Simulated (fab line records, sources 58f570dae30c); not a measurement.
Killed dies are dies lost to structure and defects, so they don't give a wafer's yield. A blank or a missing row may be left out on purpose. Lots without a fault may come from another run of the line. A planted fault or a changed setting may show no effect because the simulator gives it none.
Which tool did it? | flow berkeley_cmos170 | 14 lots, 42 wafers sampled, at 3 steps of a route of 331

WHAT THE GAUGES READ, wafer by wafer
UCB170_M2_OVL_MEAS_16. Usual: M2_OVL -2 nm, standard deviation 5.8.
lot  | measured     | on         | M2_OVL (nm) | flag
L844 | day 7 22:19  | overlay-02 | -6 -1 3     |
L843 | day 7 22:35  | overlay-01 | 0 -1 0      |
L845 | day 7 22:55  | overlay-02 | 12 -3 8     |
L846 | day 8 00:34  | overlay-01 | 7 -8 7      |
L850 | day 8 20:52  | overlay-02 | -9 -15 -10  |
L852 | day 9 07:59  | overlay-02 | -11 -3 -9   |
L856 | day 10 02:32 | overlay-02 | -3 -5 -6    |
L858 | day 10 10:34 | overlay-02 | -11 -12 -2  |
L859 | day 11 00:40 | overlay-01 | -1 -10 0    |
L860 | day 11 14:55 | overlay-02 | 3 5 -2      |
L864 | day 11 15:13 | overlay-01 | 3 -2 7      |
L862 | day 11 15:31 | overlay-01 | -13 -11 -10 |
L861 | day 11 16:07 | overlay-01 | -6 -9 -1    |
L866 | day 11 16:51 | overlay-02 | -4 8 3      |

UCB170_M3_OVL_MEAS_16. Usual: M3_OVL -2 nm, standard deviation 5.9.
lot  | measured     | on         | M3_OVL (nm) | flag
L844 | day 8 03:42  | overlay-02 | -5 -2 3     |
L843 | day 8 04:30  | overlay-01 | -2 -3 -7    |
L845 | day 8 06:39  | overlay-02 | 7 4 8       |
L846 | day 8 07:57  | overlay-02 | 6 8 4       |
L850 | day 9 02:10  | overlay-02 | 0 4 5       |
L852 | day 9 16:13  | overlay-02 | 3 5 6       |
L856 | day 10 09:46 | overlay-01 | 1 7 1       |
L858 | day 10 16:25 | overlay-02 | -6 -9 -4    |
L859 | day 11 05:46 | overlay-01 | -7 -4 -4    |
L860 | day 12 00:25 | overlay-01 | -1 -14 -2   |
L864 | day 12 00:56 | overlay-01 | -4 -8 1     |
L862 | day 12 01:01 | overlay-02 | -10 -7 -12  |
L861 | day 12 01:12 | overlay-02 | -9 -4 -10   |
L866 | day 12 01:18 | overlay-01 | 1 -7 6      |

WHICH TOOL RAN EACH LOT (tool, then ch and the chambers of the sampled wafers, then the start)
lot  | UCB170_V1_ETCH_14
L844 | rie_diel-02 ch 2,3, day 7 19:32
L843 | rie_diel-03 ch 1,2,3, day 7 19:43
L845 | rie_diel-01 ch 0,1,3, day 7 20:08
L846 | rie_diel-02 ch 1,2, day 7 22:04
L850 | rie_diel-02 ch 0,2,3, day 8 17:55
L852 | rie_diel-02 ch 0,1,3, day 9 04:57
L856 | rie_diel-02 ch 0,2,3, day 9 23:17
L858 | rie_diel-02 ch 0,1,2, day 10 07:20
L859 | rie_diel-01 ch 0,1,2, day 10 22:07
L860 | rie_diel-02 ch 0,1, day 11 10:22
L864 | rie_diel-01 ch 0,1,3, day 11 10:29
L862 | rie_diel-02 ch 0,2,3, day 11 10:43
L861 | rie_diel-03 ch 0,1, day 11 12:26
L866 | rie_diel-02 ch 0,2,3, day 11 13:16
- UCB170_V1_ETCH_14: etches SiO2 in CHF3/CF4/Ar, stops on Al, target depth 1250 nm, time 291 s.

WHAT THE TOOLS THEMSELVES READ (means of the sampled wafers that have a number; where no wafer has one, the mark that the record gives instead)
UCB170_V1_ETCH_14. Usual: drypump_motor_current_A 5.6 A, standard deviation 0.42; oes_product_au 0.876 a.u., standard deviation 0.014; run_length_s 319.5 s, standard deviation 0.61; throttle_valve_pct 6.90 %, standard deviation 0.11.
lot  | tool        | drypump_motor_current_A (A) | oes_product_au (a.u.) | run_length_s (s) | throttle_valve_pct (%) | flag
L844 | rie_diel-02 | 5.5                         | 0.885                 | 319.4            | 6.91                   |
L843 | rie_diel-03 | 5.5                         | 0.873                 | 319.9            | 7.01                   |
L845 | rie_diel-01 | 5.7                         | 0.873                 | 319.7            | 6.80                   |
L846 | rie_diel-02 | 5.8                         | 0.884                 | 319.8            | 6.77                   |
L850 | rie_diel-02 | 5.4                         | 0.874                 | 319.0            | 6.89                   |
L852 | rie_diel-02 | 5.7                         | 0.887                 | 319.3            | 6.86                   |
L856 | rie_diel-02 | 5.4                         | 0.876                 | 319.0            | 6.88                   |
L858 | rie_diel-02 | 5.5                         | 0.876                 | 319.1            | 6.82                   |
L859 | rie_diel-01 | 5.8                         | 0.879                 | 319.4            | 6.84                   |
L860 | rie_diel-02 | 5.7                         | 0.877                 | 319.0            | 6.83                   |
L864 | rie_diel-01 | 5.7                         | 0.883                 | 319.5            | 6.81                   |
L862 | rie_diel-02 | 5.4                         | 0.874                 | 318.9            | 6.88                   |
L861 | rie_diel-03 | 5.6                         | 0.866                 | 319.3            | 7.01                   |
L866 | rie_diel-02 | 5.4                         | 0.874                 | 319.1            | 6.89                   |

THE ANSWER, worked out from the rows above alone
Rule: a lot is off if the mean of its wafers that have a number lies more than 3 standard deviations from the usual mean. A lot without any number at a reading at which 4 lots or more have one is off too. The other lots that the step has rows for count as sound. The gauges are gone through in route order, then the tools' own readings, and for those a lot's mean is taken as printed above. The first step at which some lot is off is used, and at that step the reading that is off furthest; a lot without a number counts as furthest.
No lot is off at any reading shown: from this, nothing can be told.

WHAT THE SIMULATOR HAD PUT IN
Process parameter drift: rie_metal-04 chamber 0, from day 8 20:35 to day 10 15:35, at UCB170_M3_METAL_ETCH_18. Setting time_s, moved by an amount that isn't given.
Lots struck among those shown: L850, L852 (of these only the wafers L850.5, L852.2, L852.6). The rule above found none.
